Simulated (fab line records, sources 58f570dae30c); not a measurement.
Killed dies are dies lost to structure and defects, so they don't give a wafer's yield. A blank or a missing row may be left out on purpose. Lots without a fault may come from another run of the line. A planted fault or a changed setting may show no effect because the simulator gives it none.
fab line records | flow berkeley_cmos170
record lots=5 wafers=15 last_day=12
route steps=331 shown NWELL@15 M3@331
lots that met no fault: from a run of the same line without faults
start_h: hours from the record's first day to the start of the lot's first wafer shown | wait_h: hours since the lot's step before | " the same as in the row above | L1.1+2: a row that stands for several wafers | - no value, or no start given | * or withheld: withheld | < > ~ a bound
route shown NAME@n: a module of which the file shows steps, and the number in the route of the first | usual: mean/standard deviation of fault-free wafers | same: alike in all rows | chamber/n: place in a boat | sites: the reading at each site | _std_site: their standard deviation | _edge_site: outer sites' mean less inner sites' | radius_mm: how far each site lies from the wafer's centre | mask NAME#n: copy n | behind: the tool/chamber that last shaped the wafer | hold: why the lot was held/for how many hours/how that ended | device: the transistor (n, p or np) that didn't switch | end of line: the same wafers' tests at the end of the route | a step without rows: its recipe alone | killed: dies lost to structure and defects at the first sort, not the wafer's yield | map: a wafer's dies, x killed, . not, _ none there
set.NAME: the setting as run; set.NAME@STEP: as run at that earlier step | model.NAME: the simulator's own value behind a step, which no gauge read
lots at some steps of the route; a table a step, a row a wafer
services: from which hour (start_h, from the record's first day; less than 0 if before it) a tool's chamber was out of use, for how many hours, and why
## steps
# step UCB170_NWELL_OXIDATION_01
# recipe temp_c=1000 ambient=O2 target_thk_a=264 ox_time_s=1260
# step UCB170_NWELL_THK_MEAS_02
# recipe reads=SiO2_of_NWELL_OXIDATION_01
# usual NWELL_OXIDE_THK=26.2/0.45
# columns lot.wafer tool chamber start_h wait_h NWELL_OXIDE_THK[nm]
L275.1 film_metro-04 - 37.47 0.0 26.5
L275.2 " - " " 26.5
L275.5 " - " " 26.7
L280.3 film_metro-03 - 60.82 0.0 25.7
L280.4 " - " " 25.9
L280.5 " - " " 25.9
L288.1 film_metro-04 - 104.27 0.0 27.2
L288.4 " - " " 27.0
L288.6 " - " " 26.9
L289.2 film_metro-02 - 110.46 0.0 26.1
L289.4 " - " " 26.3
L289.6 " - " " 26.1
L292.2 film_metro-04 - 121.04 0.0 25.2
L292.3 " - " " 25.6
L292.4 " - " " 25.1
# step UCB170_NWELL_ANNEAL_03
# recipe temp_c=1000 time_s=900 ambient=N2
# step UCB170_NWELL_CVD_04
# recipe material=Si3N4 target_thk_nm=224 temp_c=800 precursor=SiH2Cl2/NH3 time_s=3360 pressure_mtorr=200 sih2cl2_flow_sccm=25 nh3_flow_sccm=75
# step UCB170_NWELL_THK_MEAS_05
# recipe reads=Si3N4_of_NWELL_CVD_04
# usual NWELL_NITRIDE_THK=223.8/1.9
# columns lot.wafer tool chamber start_h wait_h NWELL_NITRIDE_THK[nm]
L275.1 film_metro-02 - 48.38 0.0 222.0
L275.2 " - " " 222.4
L275.5 " - " " 223.7
L280.3 film_metro-04 - 68.67 0.0 217.5
L280.4 " - " " 217.2
L280.5 " - " " 217.0
L288.1 film_metro-03 - 112.36 0.0 226.1
L288.4 " - " " 226.6
L288.6 " - " " 225.3
L289.2 film_metro-03 - 119.07 0.0 226.7
L289.4 " - " " 225.9
L289.6 " - " " 225.3
L292.2 film_metro-02 - 128.58 0.0 226.6
L292.3 " - " " 228.3
L292.4 " - " " 227.3
# step UCB170_NWELL_HMDS_06
# recipe prime_time_s=60 prime_temp_c=100
# step UCB170_NWELL_COAT_07
# recipe resist=KrF spin_rpm=1500 resist_thk_nm=900
# step UCB170_NWELL_SOFTBAKE_08
# recipe resist=KrF temp_c=130 time_s=60
# step UCB170_NWELL_EXPOSE_09
# recipe mask_id=NWELL target_cd_nm=3000 na=0.5 sigma_outer=0.6 source_shape=conventional dose_mj=25
# step UCB170_NWELL_PEB_10
# recipe peb_temp_c=130 peb_time_s=withheld resist=KrF
# step UCB170_NWELL_DEVELOP_11
# recipe developer=TMAH develop_time_s=45 resist=KrF dev_temp_c=21
# step UCB170_NWELL_OVL_MEAS_12
# usual NWELL_OVL=4/6.1
# columns lot.wafer tool chamber start_h wait_h NWELL_OVL[nm]
L275.1 overlay-02 - 49.28 - 6
L275.2 " - " " -4
L275.5 " - " " 9
L280.3 overlay-02 - 69.68 - 5
L280.4 " - " " -1
L280.5 " - " " 6
L288.1 overlay-02 - 113.42 - -11
L288.4 " - " " 6
L288.6 " - " " -11
L289.2 overlay-02 - 121.93 - 13
L289.4 " - " " 4
L289.6 " - " " 8
L292.2 overlay-01 - 131.42 - 2
L292.3 " - " " 13
L292.4 " - " " -5
# step UCB170_NWELL_ETCH_13
# recipe chemistry=CH3F/Ar/O2 target=Si3N4 stop_on=SiO2 CH3F_flow_sccm=20 Ar_flow_sccm=50 O2_flow_sccm=7 pressure_mtorr=50 rf_w=450 target_depth_a=2464 over_etch_frac=0.1 time_s=154
# usual O2_flow_sccm=6.998/0.024 drypump_motor_current_A=5.3/0.4 oes_product_au=0.940/0.013 throttle_valve_pct=8.05/0.17
# same over_etch_frac=0.1
# columns lot.wafer tool chamber start_h wait_h O2_flow_sccm drypump_motor_current_A oes_product_au rf_hours_counter_h throttle_valve_pct model.KrF_of_NWELL_COAT_07.thk_nm model.etch.depth_nm
L275.1 rie_diel-03 1 49.32 0.0 6.991 5.9 0.948 166 7.90 723.6 222
L275.2 " 2 " " 7.000 5.0 0.922 102 7.82 719.6 222.3
L275.5 " 3 " " 6.994 6.2 0.951 - 7.97 721.6 223.6
L280.3 rie_diel-01 2 69.71 0.0 7.023 4.8 0.917 0 8.16 726.7 217.6
L280.4 " 3 " " 7.028 5.3 0.939 126 8.13 721.9 217.1
L280.5 " 0 " " 6.988 5.3 0.909 - 8.15 727.3 217
L288.1 rie_diel-03 3 113.45 0.0 7.000 6.2 0.907 41 7.96 748.2 207.7
L288.4 " 2 " " 6.971 5.0 0.900 105 7.79 744.7 213.3
L288.6 " 1 " " 7.023 5.9 0.879 - 7.91 747.8 204.3
L289.2 rie_diel-02 2 121.96 0.0 7.002 5.4 0.962 43 8.08 716 226.8
L289.4 " 1 " " 7.027 5.4 0.915 112 8.27 719.4 226.2
L289.6 " 2 " " 6.997 5.4 0.955 - 8.06 719.9 225.1
L292.2 rie_diel-01 2 131.45 0.0 6.999 4.8 0.937 3 8.16 717.2 226.7
L292.3 " 1 " " 6.983 5.4 0.935 121 8.34 719.7 228.5
L292.4 " 0 " " 6.992 5.3 0.943 124 8.15 716.4 227.2
# step UCB170_NWELL_IMPLANT_14
# recipe species=P dose_cm2=1e+13 energy_kev=150 tilt_deg=7
# step UCB170_NWELL_STRIP_15
# recipe chemistry=O2 power_w=400 pressure_mtorr=3500 platen_temp_c=withheld o2_flow_sccm=400 overash_fraction=0.5
# usual drypump_motor_current_A=5.6/0.4 oes_product_au=0.721/0.0041 strip_time_to_endpoint_s=18.03/0.091
# same overash_fraction=0.5
# columns lot.wafer tool chamber start_h wait_h drypump_motor_current_A oes_product_au rf_hours_counter_h strip_time_to_endpoint_s
L275.1 plasma_asher-04 0 49.57 0.1 6.0 0.721 32 18.06
L275.2 " 1 " " 5.1 0.725 32 17.97
L275.5 " 1 " " 5.1 0.713 - 18.02
L280.3 plasma_asher-04 0 69.99 0.1 6.0 0.727 - 18.14
L280.4 " 1 " " 5.1 0.719 - 18.03
L280.5 " 0 " " 6.0 0.720 - 18.16
L288.1 plasma_asher-04 0 113.70 0.1 6.0 0.726 39 18.65
L288.4 " 1 " " 5.1 0.724 - 18.56
L288.6 " 0 " " 6.0 0.727 - 18.64
L289.2 plasma_asher-03 0 122.21 0.1 5.4 0.720 38 17.88
L289.4 " 0 " " 5.5 0.725 - 17.97
L289.6 " 0 " " 5.5 0.722 - 17.97
L292.2 plasma_asher-01 1 131.70 0.1 5.0 0.724 2 17.92
L292.3 " 1 " " 5.0 0.724 - 17.98
L292.4 " 0 " " 5.7 0.723 - 17.90
# step UCB170_NWELL_TW_MEAS_16
# usual NWELL_TW=1240/17
# columns lot.wafer tool chamber start_h wait_h NWELL_TW
L275.1 film_metro-04 - 49.67 0.1 1262
L275.2 " - " " 1262
L275.5 " - " " 1254
L280.3 film_metro-03 - 70.09 0.1 1259
L280.4 " - " " 1258
L280.5 " - " " 1257
L288.1 film_metro-04 - 113.80 0.1 1261
L288.4 " - " " 1259
L288.6 " - " " 1258
L289.2 film_metro-02 - 122.32 0.1 1228
L289.4 " - " " 1229
L289.6 " - " " 1233
L292.2 film_metro-04 - 131.82 0.1 1257
L292.3 " - " " 1263
L292.4 " - " " 1260
# step UCB170_M3_PROBE_99
# columns lot.wafer tool chamber start_h wait_h model.etest.nwell_pinched.rs_ohm_sq model.etest.nwell.rs_ohm_sq model.etest.nwell.line_ohm_um model.etest.vpnp.gain
L275.1 prober-02 - 196.67 0.1 1276 857.4 368.7 11.27
L275.2 prober-02 - 196.72 0.1 1287 864.6 371.3 11.19
L275.5 prober-02 - 196.87 0.2 1289 870.5 369.4 11.19
L280.3 prober-01 - 224.39 0.2 1284 865.4 370.1 11.46
L280.4 prober-01 - 224.44 0.2 1287 866.8 361 11.29
L280.5 prober-01 - 224.49 0.2 1273 865.9 368 11.43
L288.1 prober-01 - 260.87 0.1 1318 867.1 372.2 11.99
L288.4 prober-01 - 261.02 0.2 1315 872.2 368.1 11.75
L288.6 prober-01 - 261.12 0.2 1317 867.7 373.1 11.89
L292.2 prober-01 - 290.37 0.1 1274 865.7 362.7 11.34
L292.3 prober-01 - 290.42 0.2 1279 860.7 354.2 11.25
L292.4 prober-01 - 290.47 0.2 1272 854.4 365.3 11.15
L289.2 prober-02 - 290.82 0.1 1285 862.8 363.4 11.44
L289.4 prober-02 - 290.92 0.2 1288 865.1 367.3 11.64
L289.6 prober-02 - 291.02 0.2 1284 865.9 363.3 11.42
# killed by level:class
L275.2 CONTACT:geometric_particle:short=1
L275.5 GATE:geometric_particle:short=2
L280.3 M2:geometric_particle:open=1
L280.4 SILICIDE:geometric_particle:short=1 M2:geometric_particle:short=1
L280.5 SPACER:geometric_particle:open=1
L292.2 FIELD:geometric_particle:open=1 GATE:geometric_particle:open=1 M2:geometric_particle:short=1 M3:geometric_particle:short=1
L292.3 SACOX:geometric_particle:short=1 SPACER:geometric_particle:short=1 M2:geometric_particle:open=1 M2:geometric_particle:short=1
L292.4 SACOX:geometric_particle:short=1 GATE:geometric_particle:short=1 GATE:geometric_particle:open=1 SPACER:geometric_particle:open=1 M2:geometric_particle:short=1 V2:geometric_particle:short=1
L289.2 START:geometric_particle:open=1 ACTIVE:geometric_particle:short=1 SPACER:geometric_particle:open=1 M2:geometric_particle:open=1
L289.4 GATE:geometric_particle:open=2 SILICIDE:geometric_particle:short=1
L289.6 FIELD:geometric_particle:open=1 GATE:geometric_particle:open=1 V2:geometric_particle:open=1
## services
# columns tool chamber start_h hours kind
rie_diel-01 2 26.50 - clean
rie_diel-01 2 26.50 34.9 scheduled_down
rie_diel-01 2 26.50 34.9 vent_cycle
plasma_asher-03 - 53.44 3.5 repair
rie_diel-03 1 77.13 - clean
rie_diel-03 1 77.13 24.9 scheduled_down
rie_diel-03 1 77.13 24.9 vent_cycle
rie_diel-01 1 87.42 8.6 repair
plasma_asher-03 - 104.32 2.4 repair
rie_diel-02 0 106.96 6.8 repair
plasma_asher-01 - 108.75 9.0 pm
plasma_asher-01 0 108.75 9.0 vent_cycle
plasma_asher-01 1 108.75 9.0 vent_cycle
plasma_asher-01 0 117.75 - clean
plasma_asher-01 1 117.75 - clean
rie_diel-03 - 128.10 0.1 repair
## key
first_sign step=UCB170_NWELL_ETCH_13 reading=oes_product_au direction=down sigmas=3.4 usual=0.940 struck=0.895
effect step=UCB170_NWELL_STRIP_15 reading=strip_time_to_endpoint_s direction=up sigmas=6.4 usual=* struck=*
model_effect step=UCB170_NWELL_ETCH_13 value=KrF_of_NWELL_COAT_07.thk_nm without=724.7 struck=746.9
model_effect step=UCB170_M3_PROBE_99 value=etest.nwell_pinched.rs_ohm_sq without=1293 struck=1317
met_at UCB170_NWELL_ETCH_13
struck_wafers L288.1,L288.4,L288.6
sort_left_out L288.1,L288.4,L288.6
tester_left_out L288
onset_between 49.32 113.45
fault kind=process_parameter_drift tool=rie_diel-03 chamber=- onset_h=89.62 steps=UCB170_NWELL_ETCH_13 channel=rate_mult offset=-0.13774 shape=step end_h=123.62
# tester_left_out: of these lots the tester's yield and bins aren't shown, on N5 and GAA mostly nor the transistor test; their killed dies are dies lost to structure and defects alone, not to doping, threshold or leakage, so they don't give the yield
# sort_left_out: the simulated sort isn't trusted on such a fault, so these wafers' sort isn't shown, and their yield isn't known
